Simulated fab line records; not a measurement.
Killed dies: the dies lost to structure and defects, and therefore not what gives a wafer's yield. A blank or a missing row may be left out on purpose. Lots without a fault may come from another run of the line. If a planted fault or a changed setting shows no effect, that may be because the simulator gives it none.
fab line records + flow rit-cmos
record:
- lots: 6
- wafers: 18
- last-day: 6
route steps=202 shown NWELL@35 PWELL@39 WELLDRIVE@50 NRETRO@53 M1@202
lots that met no fault: taken from a fault-free run of the same line
start-h: the number of hours between the record's first day and the start of the first shown wafer of the lot + wait-h: hours elapsed since this lot's preceding step + " as in the row above + L1.1+2: a single row standing in for several wafers + - value missing, or start not given + * or withheld: withheld + < > ~ a bound
route shown NAME@n: a module of which the file shows steps, and the number in the route of the first + usual: mean and standard deviation over wafers with no fault + same: alike in all rows + chamber/n: place in a boat + sites: the reading at each site + _std_site: the standard deviation of these + _edge_site: inner sites' mean taken away from outer sites' mean + radius-mm: how far each site lies from the wafer's centre + mask NAME#n: copy n + behind: tool/chamber where the wafer was last shaped + hold: the reason the lot was held/the length of the hold in hours/how it ended + device: transistor that didn't switch, given as n, p or np + end of line: the tests these same wafers got at the end of their route + for a step that has no rows: nothing shown but its recipe + killed: dies that structure and defects cost at the first sort, which is not the same as the wafer's yield + map: dies across one wafer; x = killed, . = not, _ = none there
set.NAME: the setting as run; set.NAME@STEP: as run at that earlier step + model.NAME: the simulator's own value behind a step, which no gauge read
certain route steps with their lots: each step a table, each wafer a row
services: a tool's chamber out of use, with start hour (start-h, from the record's first day; less than 0 if before it), hours out, and reason
== steps ==
step: RIT_NWELL_HARDBAKE_07
recipe:
- resist: NOVOLAK
- temp-c: 140
- time-s: 120
step: RIT_NWELL_IMPLANT_08
recipe:
- species: P
- energy-kev: 170
- dose-cm2: 5e+13
- tilt-deg: 7
step: RIT_NWELL_STRIP_09
recipe:
- chemistry: O2
- time-s: 180
- resist: NOVOLAK
- platen-temp-c: withheld
- power-w: 500
- pressure-mtorr: 4000
- o2-flow-sccm: 4000
usual:
- drypump-motor-current-A: 5.6/0.51
- o2-flow-sccm: 4001/13
| lot.wafer | tool            | chamber | start-h | wait-h | drypump-motor-current-A | o2-flow-sccm | rf-hours-counter-h |
|-----------|-----------------|---------|---------|--------|-------------------------|--------------|--------------------|
| L627.1    | plasma-asher-03 | 1       | 52.73   | 0.1    | 5.4                     | 4007         | 40                 |
| L627.3    | "               | 1       | "       | "      | 5.4                     | 4013         | -                  |
| L627.5    | "               | 1       | "       | "      | 5.3                     | 4019         | -                  |
| L628.2    | plasma-asher-04 | 1       | 52.99   | 0.1    | 5.7                     | 4014         | 42                 |
| L628.3    | "               | 1       | "       | "      | 5.7                     | 3997         | -                  |
| L628.5    | "               | 1       | "       | "      | 5.7                     | 3996         | -                  |
| L632.3    | plasma-asher-03 | 0       | 72.85   | 0.1    | 4.8                     | 3998         | -                  |
| L632.5    | "               | 1       | "       | "      | 5.4                     | 4000         | -                  |
| L632.6    | "               | 0       | "       | "      | 4.8                     | 4003         | -                  |
| L634.1    | plasma-asher-04 | 0       | 84.06   | 0.1    | 6.3                     | 3998         | 45                 |
| L634.3    | "               | 0       | "       | "      | 6.3                     | 4002         | -                  |
| L634.6    | "               | 1       | "       | "      | 5.6                     | 4002         | -                  |
| L635.1    | plasma-asher-04 | 0       | 87.08   | 0.1    | 6.3                     | 4007         | 45                 |
| L635.5    | "               | 0       | "       | "      | 6.3                     | 4013         | -                  |
| L635.6    | "               | 1       | "       | "      | 5.7                     | 3985         | -                  |
| L640.2    | plasma-asher-03 | 1       | 111.41  | 0.1    | 5.4                     | 3984         | 47                 |
| L640.4    | "               | 1       | "       | "      | 5.3                     | 4003         | -                  |
| L640.6    | "               | 1       | "       | "      | 5.3                     | 3992         | -                  |
step: RIT_NWELL_TW_MEAS_10
usual:
- NWELL_TW: 2169/11
| lot.wafer | tool          | chamber | start-h | wait-h | NWELL_TW |
|-----------|---------------|---------|---------|--------|----------|
| L627.1    | film-metro-01 | -       | 52.90   | 0.1    | 2165     |
| L627.3    | "             | -       | "       | "      | 2185     |
| L627.5    | "             | -       | "       | "      | 2178     |
| L628.2    | film-metro-04 | -       | 53.18   | 0.1    | 2160     |
| L628.3    | "             | -       | "       | "      | 2172     |
| L628.5    | "             | -       | "       | "      | 2174     |
| L632.3    | film-metro-04 | -       | 72.98   | 0.1    | 2159     |
| L632.5    | "             | -       | "       | "      | 2169     |
| L632.6    | "             | -       | "       | "      | 2161     |
| L634.1    | film-metro-04 | -       | 84.23   | 0.1    | 2184     |
| L634.3    | "             | -       | "       | "      | 2172     |
| L634.6    | "             | -       | "       | "      | 2171     |
| L635.1    | film-metro-01 | -       | 87.26   | 0.1    | 2174     |
| L635.5    | "             | -       | "       | "      | 2171     |
| L635.6    | "             | -       | "       | "      | 2177     |
| L640.2    | film-metro-04 | -       | 111.60  | 0.1    | 2158     |
| L640.4    | "             | -       | "       | "      | 2161     |
| L640.6    | "             | -       | "       | "      | 2169     |
step: RIT_PWELL_HMDS_00
recipe:
- prime-time-s: 60
- prime-temp-c: 140
step: RIT_PWELL_COAT_01
recipe:
- resist: NOVOLAK
- spin-rpm: 2000
- resist-thk-nm: 1300
step: RIT_PWELL_SOFTBAKE_02
recipe:
- resist: NOVOLAK
- temp-c: 90
- time-s: 60
step: RIT_PWELL_EXPOSE_03
recipe:
- mask-id: M3
- na: 0.57
- target-cd-nm: 43700
- dose-mj: 250
step: RIT_PWELL_PEB_04
recipe:
- resist: NOVOLAK
- temp-c: withheld
- time-s: withheld
step: RIT_PWELL_DEVELOP_05
recipe:
- resist: NOVOLAK
- develop-time-s: 68
- dev-temp-c: 23
step: RIT_PWELL_OVL_MEAS_06
usual:
- PWELL_OVL: 0.0/1.4
| lot.wafer | tool       | chamber | start-h | wait-h | PWELL_OVL[nm] |
|-----------|------------|---------|---------|--------|---------------|
| L627.1    | overlay-01 | -       | 53.88   | -      | 0.1           |
| L627.3    | "          | -       | "       | "      | -1.1          |
| L627.5    | "          | -       | "       | "      | -0.6          |
| L628.2    | overlay-02 | -       | 54.11   | -      | -0.4          |
| L628.3    | "          | -       | "       | "      | 0.3           |
| L628.5    | "          | -       | "       | "      | 0.6           |
| L632.3    | overlay-02 | -       | 74.03   | -      | -1.4          |
| L632.5    | "          | -       | "       | "      | -2.5          |
| L632.6    | "          | -       | "       | "      | -1.8          |
| L634.1    | overlay-01 | -       | 85.30   | -      | -1.0          |
| L634.3    | "          | -       | "       | "      | 0.7           |
| L634.6    | "          | -       | "       | "      | 0.1           |
| L635.1    | overlay-01 | -       | 88.33   | -      | -1.4          |
| L635.5    | "          | -       | "       | "      | 1.3           |
| L635.6    | "          | -       | "       | "      | 0.2           |
| L640.2    | overlay-02 | -       | 112.53  | -      | -2.8          |
| L640.4    | "          | -       | "       | "      | -5.1          |
| L640.6    | "          | -       | "       | "      | -3.4          |
step: RIT_PWELL_HARDBAKE_07
recipe:
- resist: NOVOLAK
- temp-c: 140
- time-s: 120
step: RIT_PWELL_IMPLANT_08
recipe:
- species: B
- energy-kev: 170
- dose-cm2: 7e+13
- tilt-deg: 7
usual:
- dose-ions-cm2: 6.999e+13/8.1e+10
- faraday-current-uA: 221/4.4
| lot.wafer | tool         | chamber | start-h | wait-h | dose-ions-cm2 | faraday-current-uA |
|-----------|--------------|---------|---------|--------|---------------|--------------------|
| L627.1    | implanter-01 | 0       | 54.16   | 0.2    | 7.007e+13     | 221                |
| L627.3    | "            | 0       | "       | "      | 6.992e+13     | 228                |
| L627.5    | "            | 0       | "       | "      | 6.996e+13     | 221                |
| L628.2    | implanter-02 | 0       | 54.42   | 0.2    | 6.994e+13     | 217                |
| L628.3    | "            | 0       | "       | "      | 6.996e+13     | 224                |
| L628.5    | "            | 0       | "       | "      | 7.004e+13     | 222                |
| L632.3    | implanter-04 | 0       | 74.36   | 0.2    | 6.985e+13     | 215                |
| L632.5    | "            | 0       | "       | "      | 7.003e+13     | 217                |
| L632.6    | "            | 0       | "       | "      | 6.995e+13     | 218                |
| L634.1    | implanter-02 | 0       | 85.58   | 0.2    | 9.096e+13     | 277                |
| L634.3    | "            | 0       | "       | "      | 9.107e+13     | 289                |
| L634.6    | "            | 0       | "       | "      | 9.098e+13     | 288                |
| L635.1    | implanter-02 | 0       | 88.61   | 0.2    | 9.101e+13     | 287                |
| L635.5    | "            | 0       | "       | "      | 9.098e+13     | 285                |
| L635.6    | "            | 0       | "       | "      | 9.097e+13     | 283                |
| L640.2    | implanter-04 | 0       | 112.84  | 0.2    | 7.002e+13     | 214                |
| L640.4    | "            | 0       | "       | "      | 6.997e+13     | 229                |
| L640.6    | "            | 0       | "       | "      | 7.001e+13     | 222                |
step: RIT_PWELL_STRIP_09
recipe:
- chemistry: O2
- time-s: 180
- resist: NOVOLAK
- platen-temp-c: withheld
- power-w: 500
- pressure-mtorr: 4000
- o2-flow-sccm: 4000
usual:
- drypump-motor-current-A: 5.7/0.34
- o2-flow-sccm: 4001/12
| lot.wafer | tool            | chamber | start-h | wait-h | drypump-motor-current-A | o2-flow-sccm | rf-hours-counter-h |
|-----------|-----------------|---------|---------|--------|-------------------------|--------------|--------------------|
| L627.1    | plasma-asher-01 | 1       | 54.31   | 0.1    | 5.4                     | 4000         | 26                 |
| L627.3    | "               | 1       | "       | "      | 5.4                     | 3992         | -                  |
| L627.5    | "               | 0       | "       | "      | 5.7                     | 4027         | -                  |
| L628.2    | plasma-asher-02 | 0       | 54.54   | 0.1    | 5.3                     | 4008         | 39                 |
| L628.3    | "               | 1       | "       | "      | 6.0                     | 4001         | -                  |
| L628.5    | "               | 1       | "       | "      | 6.1                     | 4012         | -                  |
| L632.3    | plasma-asher-04 | 1       | 74.51   | 0.1    | 5.7                     | 4008         | -                  |
| L632.5    | "               | 0       | "       | "      | 6.3                     | 4004         | -                  |
| L632.6    | "               | 1       | "       | "      | 5.7                     | 4002         | -                  |
| L634.1    | plasma-asher-01 | 1       | 85.73   | 0.1    | 5.4                     | 3989         | 29                 |
| L634.3    | "               | 0       | "       | "      | 5.8                     | 4005         | -                  |
| L634.6    | "               | 1       | "       | "      | 5.4                     | 4009         | -                  |
| L635.1    | plasma-asher-04 | 1       | 88.76   | 0.1    | 5.7                     | 3998         | 46                 |
| L635.5    | "               | 0       | "       | "      | 6.3                     | 4006         | -                  |
| L635.6    | "               | 1       | "       | "      | 5.7                     | 3993         | -                  |
| L640.2    | plasma-asher-04 | 0       | 112.96  | 0.1    | 6.3                     | 3999         | 48                 |
| L640.4    | "               | 1       | "       | "      | 5.7                     | 4011         | -                  |
| L640.6    | "               | 0       | "       | "      | 6.3                     | 3997         | -                  |
step: RIT_PWELL_TW_MEAS_10
usual:
- PWELL_TW: 960/4.9
| lot.wafer | tool          | chamber | start-h | wait-h | PWELL_TW |
|-----------|---------------|---------|---------|--------|----------|
| L627.1    | film-metro-04 | -       | 54.49   | 0.1    | 965      |
| L627.3    | "             | -       | "       | "      | 971      |
| L627.5    | "             | -       | "       | "      | 961      |
| L628.2    | film-metro-02 | -       | 54.73   | 0.1    | 958      |
| L628.3    | "             | -       | "       | "      | 958      |
| L628.5    | "             | -       | "       | "      | 956      |
| L632.3    | film-metro-04 | -       | 74.65   | 0.1    | 958      |
| L632.5    | "             | -       | "       | "      | 964      |
| L632.6    | "             | -       | "       | "      | 958      |
| L634.1    | film-metro-04 | -       | 85.91   | 0.1    | 1036     |
| L634.3    | "             | -       | "       | "      | 1044     |
| L634.6    | "             | -       | "       | "      | 1041     |
| L635.1    | film-metro-04 | -       | 88.94   | 0.1    | 1042     |
| L635.5    | "             | -       | "       | "      | 1040     |
| L635.6    | "             | -       | "       | "      | 1039     |
| L640.2    | film-metro-04 | -       | 113.15  | 0.1    | 960      |
| L640.4    | "             | -       | "       | "      | 958      |
| L640.6    | "             | -       | "       | "      | 959      |
step: RIT_WELLDRIVE_ANNEAL_00
recipe:
- temp-c: 1100
- time-s: 14700
- ambient: N2
step: RIT_WELLDRIVE_RS_MEAS_01
recipe:
- thk-meas-gauge: four-point-probe
usual:
- NWELL_RS: 275.1/0.75
| lot.wafer | tool          | chamber | start-h | wait-h | NWELL_RS[ohm/sq] |
|-----------|---------------|---------|---------|--------|------------------|
| L627.1    | film-metro-01 | -       | 59.63   | 0.0    | 276.6            |
| L627.3    | "             | -       | "       | "      | 275.5            |
| L627.5    | "             | -       | "       | "      | 275.5            |
| L628.2    | film-metro-02 | -       | 59.88   | 0.0    | 274.8            |
| L628.3    | "             | -       | "       | "      | 274.9            |
| L628.5    | "             | -       | "       | "      | 274.5            |
| L632.3    | film-metro-04 | -       | 80.34   | 0.0    | 274.9            |
| L632.5    | "             | -       | "       | "      | 275.8            |
| L632.6    | "             | -       | "       | "      | 274.2            |
| L634.1    | film-metro-02 | -       | 91.05   | 0.0    | 274.5            |
| L634.3    | "             | -       | "       | "      | 274.6            |
| L634.6    | "             | -       | "       | "      | 273.8            |
| L635.1    | film-metro-02 | -       | 95.61   | 0.0    | 275.1            |
| L635.5    | "             | -       | "       | "      | 274.6            |
| L635.6    | "             | -       | "       | "      | 274.1            |
| L640.2    | film-metro-04 | -       | 118.78  | 0.0    | 274.4            |
| L640.4    | "             | -       | "       | "      | 276.2            |
| L640.6    | "             | -       | "       | "      | 275.1            |
step: RIT_WELLDRIVE_RS_MEAS_02
recipe:
- thk-meas-gauge: four-point-probe
usual:
- PWELL_RS: 429.3/1.1
| lot.wafer | tool          | chamber | start-h | wait-h | PWELL_RS[ohm/sq] |
|-----------|---------------|---------|---------|--------|------------------|
| L627.1    | film-metro-01 | -       | 59.75   | 0.1    | 429.7            |
| L627.3    | "             | -       | "       | "      | 428.9            |
| L627.5    | "             | -       | "       | "      | 429.0            |
| L628.2    | film-metro-02 | -       | 60.00   | 0.1    | 431.4            |
| L628.3    | "             | -       | "       | "      | 430.5            |
| L628.5    | "             | -       | "       | "      | 430.3            |
| L632.3    | film-metro-04 | -       | 80.46   | 0.1    | 429.5            |
| L632.5    | "             | -       | "       | "      | 428.7            |
| L632.6    | "             | -       | "       | "      | 430.0            |
| L634.1    | film-metro-02 | -       | 91.17   | 0.1    | 364.9            |
| L634.3    | "             | -       | "       | "      | 364.4            |
| L634.6    | "             | -       | "       | "      | 365.2            |
| L635.1    | film-metro-02 | -       | 95.73   | 0.1    | 364.9            |
| L635.5    | "             | -       | "       | "      | 364.5            |
| L635.6    | "             | -       | "       | "      | 364.3            |
| L640.2    | film-metro-04 | -       | 118.90  | 0.1    | 430.4            |
| L640.4    | "             | -       | "       | "      | 431.2            |
| L640.6    | "             | -       | "       | "      | 430.2            |
step: RIT_NRETRO_HMDS_00
recipe:
- prime-time-s: 60
- prime-temp-c: 140
step: RIT_M1_PROBE_99
usual:
- killed-at-front-end: 6.3/2.7
- killed-dies: 6.4/2.7
- killed-open: 3.3/2
- killed-short: 3/1.8
same:
- gross-dies: 264
- killed_at_M0_to_M3: 0
- killed_at_M4_up: 0
- killed-at-back-side: 0
- killed-at-contacts: 0
- killed-at-other: 0
| lot.wafer | tool      | chamber | start-h | wait-h | killed-at-front-end | killed-dies | killed-open | killed-short | model.etest.nmos_0p3.r-on-ohm-um | model.etest.nmos_0p15.r-on-ohm-um | model.etest.pwell-pinched.rs-ohm-sq | model.etest.pwell.rs-ohm-sq | model.etest.nmos-turned.drive-ua-um | model.etest.nmos_0p15.drive-ua-um | model.etest.nmos-narrow.drive-ua-um | model.etest.nmos_0p3.drive-ua-um |
|-----------|-----------|---------|---------|--------|---------------------|-------------|-------------|--------------|----------------------------------|-----------------------------------|-------------------------------------|-----------------------------|-------------------------------------|-----------------------------------|-------------------------------------|----------------------------------|
| L627.1    | prober-02 | -       | 89.43   | 0.1    | 14                  | 14          | 10          | 4            | 2143                             | 1128                              | 460.7                               | 411.8                       | 326.2                               | 478.4                             | 230.3                               | 229                              |
| L627.3    | prober-02 | -       | 89.53   | 0.2    | 11                  | 11          | 8           | 3            | 2110                             | 1112                              | 455.9                               | 412.2                       | 325.7                               | 479.2                             | 231.3                               | 231.2                            |
| L627.5    | prober-02 | -       | 89.63   | 0.2    | 13                  | 13          | 8           | 5            | 2175                             | 1135                              | 451.3                               | 409.4                       | 317.2                               | 466                               | 226.6                               | 225.6                            |
| L628.2    | prober-01 | -       | 92.53   | 0.1    | 5                   | 5           | 2           | 3            | 2164                             | 1096                              | 459.8                               | 416.2                       | 326.5                               | 473.4                             | 220.4                               | 218.1                            |
| L628.3    | prober-01 | -       | 92.58   | 0.2    | 2                   | 2           | 2           | 0            | 2158                             | 1139                              | 468.8                               | 418.9                       | 327.6                               | 461.3                             | 223.5                               | 221.4                            |
| L628.5    | prober-01 | -       | 92.68   | 0.2    | 4                   | 4           | 2           | 2            | 2131                             | 1084                              | 464.2                               | 417.6                       | 332.9                               | 468.7                             | 223.3                               | 218.9                            |
| L632.3    | prober-01 | -       | 111.30  | 0.2    | 6                   | 6           | 4           | 2            | 2122                             | 1098                              | 456.2                               | 423.1                       | 328.9                               | 469.4                             | 228.9                               | 226.7                            |
| L632.5    | prober-01 | -       | 111.40  | 0.2    | 8                   | 8           | 4           | 3            | 2160                             | 1128                              | 460                                 | 415.8                       | 326                                 | 464.6                             | 225.9                               | 224.5                            |
| L632.6    | prober-01 | -       | 111.45  | 0.2    | 5                   | 5           | 2           | 2            | 2150                             | 1093                              | 456.1                               | 423.6                       | 326.3                               | 459.3                             | 217.7                               | 222.4                            |
| L634.1    | prober-02 | -       | 122.26  | 0.1    | 9                   | 9           | 6           | 3            | 2403                             | 1251                              | 387.8                               | 345                         | 267.4                               | 410.5                             | 200.1                               | 195.8                            |
| L634.3    | prober-02 | -       | 122.36  | 0.2    | 9                   | 9           | 3           | 6            | 2349                             | 1211                              | 380.8                               | 345.4                       | 274.3                               | 418.6                             | 202.5                               | 199.7                            |
| L634.6    | prober-02 | -       | 122.51  | 0.2    | 11                  | 11          | 7           | 4            | 2354                             | 1226                              | 382.9                               | 346                         | 264.9                               | 409.4                             | 198.8                               | 195.2                            |
| L635.1    | prober-01 | -       | 126.46  | 0.1    | 11                  | 11          | 7           | 4            | 2280                             | 1174                              | 387.1                               | 351.3                       | 283                                 | 427.8                             | 202                                 | 202.1                            |
| L635.5    | prober-01 | -       | 126.66  | 0.2    | 6                   | 6           | 2           | 4            | 2283                             | 1171                              | 385.8                               | 349.4                       | 278.3                               | 418.8                             | 197.8                               | 197.3                            |
| L635.6    | prober-01 | -       | 126.71  | 0.2    | 4                   | 4           | 2           | 2            | 2332                             | 1191                              | 385.4                               | 350.2                       | 279                                 | 415.5                             | 194.7                               | 197.2                            |
| L640.2    | prober-02 | -       | 150.68  | 0.1    | 5                   | 5           | 3           | 2            | 2190                             | 1153                              | 461.1                               | 416.1                       | 330.2                               | 468.3                             | 222.1                               | 222.2                            |
| L640.4    | prober-02 | -       | 150.78  | 0.2    | 6                   | 6           | 2           | 4            | 2162                             | 1146                              | 467.7                               | 422.2                       | 339.9                               | 482.6                             | 227                                 | 228.5                            |
| L640.6    | prober-02 | -       | 150.88  | 0.2    | 6                   | 6           | 3           | 3            | 2215                             | 1155                              | 461.4                               | 418.9                       | 331.2                               | 464.8                             | 222.9                               | 220                              |
killed by level:class
L627.1 GATE:geometric-particle:open=5 FOX1:geometric-particle:open=2 GATE:geometric-particle:short=2 REOX:geometric-particle:open=1 SPACER:geometric-particle:open=1 SPACER:geometric-particle:short=1 SILICIDE:geometric-particle:open=1 SILICIDE:geometric-particle:short=1
L627.3 GATE:geometric-particle:open=5 FOX1:geometric-particle:open=2 GATE:geometric-particle:short=2 SILICIDE:geometric-particle:open=1 SILICIDE:geometric-particle:short=1
L627.5 SPACER:geometric-particle:open=4 GATE:geometric-particle:short=2 GATE:geometric-particle:open=2 FOX1:geometric-particle:open=1 FOX2:geometric-particle:short=1 REOX:geometric-particle:short=1 SPACER:geometric-particle:short=1 SILICIDE:geometric-particle:open=1
L628.2 FOX1:geometric-particle:open=1 FOX2:geometric-particle:short=1 GATE:geometric-particle:open=1 GATE:geometric-particle:short=1 REOX:geometric-particle:short=1
L628.3 FOX1:geometric-particle:open=1 REOX:geometric-particle:open=1
L628.5 GATE:geometric-particle:open=2 REOX:geometric-particle:short=2
L632.3 GATE:geometric-particle:open=3 GATE:geometric-particle:short=2 FOX1:geometric-particle:open=1
L632.5 GATE:geometric-particle:short=2 REOX:geometric-particle:open=2 REOX:geometric-particle:short=1 SPACER:geometric-particle:open=1 SILICIDE:geometric-particle:open=1 NLDD:coat-microbubble-printed=1
L632.6 GATE:geometric-particle:short=2 FOX1:geometric-particle:open=1 REOX:geometric-particle:open=1 NLDD:coat-microbubble-printed=1
L634.1 GATE:geometric-particle:open=5 GATE:geometric-particle:short=2 FOX1:geometric-particle:open=1 SPACER:geometric-particle:short=1
L634.3 GATE:geometric-particle:short=5 GATE:geometric-particle:open=2 FOX1:geometric-particle:short=1 SILICIDE:geometric-particle:open=1
L634.6 GATE:geometric-particle:open=5 GATE:geometric-particle:short=4 REOX:geometric-particle:open=2
L635.1 SPACER:geometric-particle:open=5 GATE:geometric-particle:short=3 GATE:geometric-particle:open=2 SPACER:geometric-particle:short=1
L635.5 SPACER:geometric-particle:short=2 GATE:geometric-particle:open=1 GATE:geometric-particle:short=1 REOX:geometric-particle:short=1 REOX:geometric-particle:open=1
L635.6 FOX2:geometric-particle:open=1 FOX2:geometric-particle:short=1 GATE:geometric-particle:open=1 GATE:geometric-particle:short=1
L640.2 FOX1:geometric-particle:short=1 GATE:geometric-particle:open=1 REOX:geometric-particle:short=1 SPACER:geometric-particle:open=1 SILICIDE:geometric-particle:open=1
L640.4 REOX:geometric-particle:short=2 FOX1:geometric-particle:open=1 GATE:geometric-particle:open=1 SPACER:geometric-particle:short=1 SILICIDE:geometric-particle:short=1
L640.6 GATE:geometric-particle:short=2 FOX1:geometric-particle:open=1 GATE:geometric-particle:open=1 REOX:geometric-particle:short=1 SILICIDE:geometric-particle:open=1
== services ==
| tool            | chamber | start-h | hours | kind       |
|-----------------|---------|---------|-------|------------|
| implanter-04    | -       | 29.59   | 13.4  | pm         |
| plasma-asher-04 | -       | 68.49   | 0.4   | repair     |
| plasma-asher-02 | -       | 108.75  | 9.0   | pm         |
| plasma-asher-02 | 0       | 108.75  | 9.0   | vent-cycle |
| plasma-asher-02 | 1       | 108.75  | 9.0   | vent-cycle |
| implanter-01    | -       | 112.60  | 2.9   | repair     |
== key ==
first-sign:
- step: RIT_PWELL_IMPLANT_08
- reading: dose-ions-cm2
- direction: up
- sigmas: 99+
- usual: 6.999e+13
- struck: 9.099e+13
effect:
- step: RIT_PWELL_IMPLANT_08
- reading: faraday-current-uA
- direction: up
- sigmas: 14
- usual: 221
- struck: 285
effect:
- step: RIT_PWELL_TW_MEAS_10
- reading: PWELL_TW
- direction: up
- sigmas: 16
- usual: 960
- struck: 1040
effect:
- step: RIT_WELLDRIVE_RS_MEAS_02
- reading: PWELL_RS
- direction: down
- sigmas: 61
- usual: 429.3
- struck: 364.7
model-effect:
- step: RIT_M1_PROBE_99
- value: etest.nmos_0p3.r-on-ohm-um
- without: 2127
- struck: 2334
met-at RIT_PWELL_IMPLANT_08
struck-wafers L634.1,L634.3,L634.6,L635.1,L635.5,L635.6
tester-left-out L634,L635
onset-between 54.42 85.58
fault:
- kind: process-parameter-drift
- tool: implanter-02
- chamber: -
- onset-h: 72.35
- steps: RIT_PWELL_IMPLANT_08
- channel: dose-cm2
- offset: 2.1e+13
- shape: step
- end-h: 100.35
- acts-in: these-recipes-only
- stated: 7e+13
tester-left-out: of these lots the tester's yield and bins aren't shown, on N5 and GAA mostly nor the transistor test; their killed dies are dies lost to structure and defects alone, not to doping, threshold or leakage, so they don't give the yield
